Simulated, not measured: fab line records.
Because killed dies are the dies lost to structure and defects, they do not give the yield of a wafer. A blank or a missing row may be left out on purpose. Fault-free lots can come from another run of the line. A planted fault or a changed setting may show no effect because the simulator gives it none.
Matching of chambers + flow berkeley-cmos170 + rie-diel-02 running UCB170_ZERO_ETCH_06: 4 sister chambers
The step etches SiO2 in CHF3/CF4/Ar, time 12 s. 14 wafers are shown with their chamber, then 7 later ones without.

## WAFERS WITH THEIR CHAMBER
| wafer  | chamber | drypump-motor-current-A (A) | throttle-valve-pct (%) | oes-product-au (a.u.) |
|--------|---------|-----------------------------|------------------------|-----------------------|
| L683.3 | 2       | 5.5                         | 9.19                   | 0.614                 |
| L683.4 | 3       | 5.9                         | 9.34                   | 0.615                 |
| L683.6 | 2       | 5.5                         | 9.18                   | 0.612                 |
| L684.1 | 2       | 5.5                         | 9.20                   | 0.613                 |
| L684.2 | 1       | 4.9                         | 9.26                   | 0.627                 |
| L684.3 | 3       | 5.8                         | 9.34                   | 0.617                 |
| L685.1 | 3       | 5.8                         | 9.35                   | 0.617                 |
| L685.5 | 0       | 6.4                         | 9.48                   | 0.615                 |
| L685.6 | 3       | 5.9                         | 9.34                   | 0.618                 |
| L687.1 | 3       | 5.9                         | 9.34                   | 0.626                 |
| L687.2 | 0       | 6.5                         | 9.48                   | 0.617                 |
| L687.6 | 0       | 6.5                         | 9.47                   | 0.623                 |
| L688.2 | 2       | 5.5                         | 9.19                   | 0.617                 |
| L688.3 | 1       | 4.9                         | 9.27                   | 0.618                 |

SIGNATURES, as means of the wafers listed above
| reading                 | chamber 0 | chamber 1 | chamber 2 | chamber 3 | scatter within a chamber |
|-------------------------|-----------|-----------|-----------|-----------|--------------------------|
| drypump-motor-current-A | 6.467     | 4.900     | 5.500     | 5.860     | 0.0432                   |
| throttle-valve-pct      | 9.4767    | 9.2650    | 9.1900    | 9.3420    | 0.0063                   |
| oes-product-au          | 0.61833   | 0.62250   | 0.61400   | 0.61860   | 0.00403                  |
Rule: distance of a wafer from a chamber = root of the sum over the readings of ((wafer's reading minus chamber's mean) / reading's scatter) squared. The wafer belongs to the nearest chamber; if the next one is less than 2 further off, it can't be placed. The scatter is the square root of a quotient: the sum, over the shown wafers, of each reading's squared deviation from its chamber's mean, divided by wafers minus chambers.

## WAFERS WITHOUT THEIR CHAMBER
| wafer  | drypump-motor-current-A (A) | throttle-valve-pct (%) | oes-product-au (a.u.) |
|--------|-----------------------------|------------------------|-----------------------|
| L688.5 | 5.9                         | 9.34                   | 0.616                 |
| L701.1 | 5.8                         | 9.35                   | 0.616                 |
| L701.3 | 6.4                         | 9.46                   | 0.622                 |
| L701.4 | 5.5                         | 9.19                   | 0.612                 |
| L704.1 | 5.9                         | 9.33                   | 0.608                 |
| L704.2 | 4.9                         | 9.28                   | 0.623                 |
| L704.3 | 5.5                         | 9.19                   | 0.610                 |

## CHAMBER TAKEN BY EACH
| wafer  | from the rows above | in truth |
|--------|---------------------|----------|
| L688.5 | 3                   | 3        |
| L701.1 | 3                   | 3        |
| L701.3 | 0                   | 0        |
| L701.4 | 2                   | 2        |
| L704.1 | 3                   | 3        |
| L704.2 | 1                   | 1        |
| L704.3 | 2                   | 2        |
Correct placement for 7 of the 7. Left unplaced by these rows: 0. Number placed wrongly: 0.
